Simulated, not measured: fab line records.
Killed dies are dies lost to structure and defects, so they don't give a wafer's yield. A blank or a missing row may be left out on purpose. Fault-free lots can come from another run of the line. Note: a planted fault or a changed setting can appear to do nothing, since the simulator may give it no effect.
Comparing a struck lot with a sound one ; flow berkeley cmos170 ; 17 steps out of a route of 331
Sound: these wafers, L167.1, L167.5, L167.6. The struck wafers were L175.1, L175.5, L175.6. The cause comes at the end.
At each step with rows: each side's tool, then ch and its chambers, then its first start. Under that, the readings that differ: sound wafers ; struck wafers ; difference of the means ; sigmas: that difference in standard deviations of wafers without a fault.
alike: a reading whose means differ by less than 2 such deviations, as well as words and numbers matching on both sides. not compared: withheld readings; readings where some wafer has no value; bounds like >300 that might hide an equal value; numbers whose values overlap and for which the record gives no deviation.
A row with sigmas, a row that says differs or no value, or rows on one side alone: a step with any of these is where the two part. Non-overlapping numbers with no deviation appear without sigmas and do not part them. A reading missing from all wafers of one side parts the sides only when that side holds two or more wafers.

first, 5 steps without rows for these wafers: UCB170_NLDD_COAT_01 (resist thk 900 nm); UCB170_NLDD_SOFTBAKE_02 (time 60 s); UCB170_NLDD_EXPOSE_03 (exposes mask NSELECT, target cd 1200 nm); UCB170_NLDD_PEB_04; UCB170_NLDD_DEVELOP_05 (develop time 45 s).
UCB170_NLDD_CD_MEAS_06 targets a cd of 1200 nm.
  struck on cd sem-01, day 11 10:46; sound on cd sem-02, day 10 03:43
  alike: cd nm
UCB170_NLDD_OVL_MEAS_07:
  struck on overlay-02, day 11 10:53; sound on overlay-01, day 10 03:50
  alike: NLDD_OVL
then, 2 steps without rows for these wafers: UCB170_NLDD_IMPLANT_08; UCB170_NLDD_IMPLANT_09.
UCB170_NLDD_STRIP_10: strips in O2.
  sound on plasma asher-03 ch 0,1, day 10 04:11; struck on plasma asher-02 ch 0,1, day 11 11:13
  alike: drypump motor current A, oes product au, strip time to endpoint s
  not compared: rf hours counter h
UCB170_NLDD_TW_MEAS_11:
  struck on film metro-04, day 11 11:19; sound on film metro-04, day 10 04:17
  alike: NLDD_TW
then, 1 step without rows for these wafers: UCB170_NLDD_CLEAN_12 (cleans in SPM, time 600 s).
UCB170_SPACER_CVD_00: deposits SiO2 from TEOS/O2, target thk 376 nm, time 47 s.
  sound on pecvd-01 ch 0,1, day 10 04:32; struck on pecvd-01 ch 0,1,2, day 11 11:34
reading;sound;struck;difference;sigmas
model.SiO2_of_SPACER_CVD_00.thk nm (nm);374.1 377.9 389.6;327.2 331.5 337.6;-48.4;
  alike: heater power w, susceptor temp C
UCB170_SPACER_THK_MEAS_01:
  struck on film metro-01, day 11 11:50; sound on film metro-01, day 10 04:35
reading;sound;struck;difference;sigmas
SPACER_TEOS_THK (nm);374 378 390;328 331 338;-48;-10
  not compared: hold
UCB170_SPACER_ETCHBACK_03: etches SiO2 in CHF3/CF4/Ar, stops on Si, target depth 376 nm, time 100 s.
  sound on rie diel-04 ch 2,3, day 10 10:34; struck on rie diel-03 ch 0,1,2, day 11 17:49
reading;sound;struck;difference;sigmas
drypump motor current A (A);6.5 5.7 6.5;5.4 5.7 4.9;-0.9;-2
oes product au (a.u.);0.894 0.919 0.922;0.825 0.830 0.841;-0.080;-6
model.etch.depth nm (nm);374.1 377.9 389.6;327.2 331.5 337.6;-48.4;
  alike: throttle valve pct
  not compared: rf hours counter h
then, 1 step without rows for these wafers: UCB170_PSD_HMDS_00 (prime time 60 s).
UCB170_M3_PROBE_99:
  the record has rows for the sound wafers here (prober-02, day 11 21:41) and none for the struck ones

## WHERE THEY PART
First at UCB170_SPACER_THK_MEAS_01; last, within this record, at UCB170_M3_PROBE_99.

WHY: what the simulator had put in
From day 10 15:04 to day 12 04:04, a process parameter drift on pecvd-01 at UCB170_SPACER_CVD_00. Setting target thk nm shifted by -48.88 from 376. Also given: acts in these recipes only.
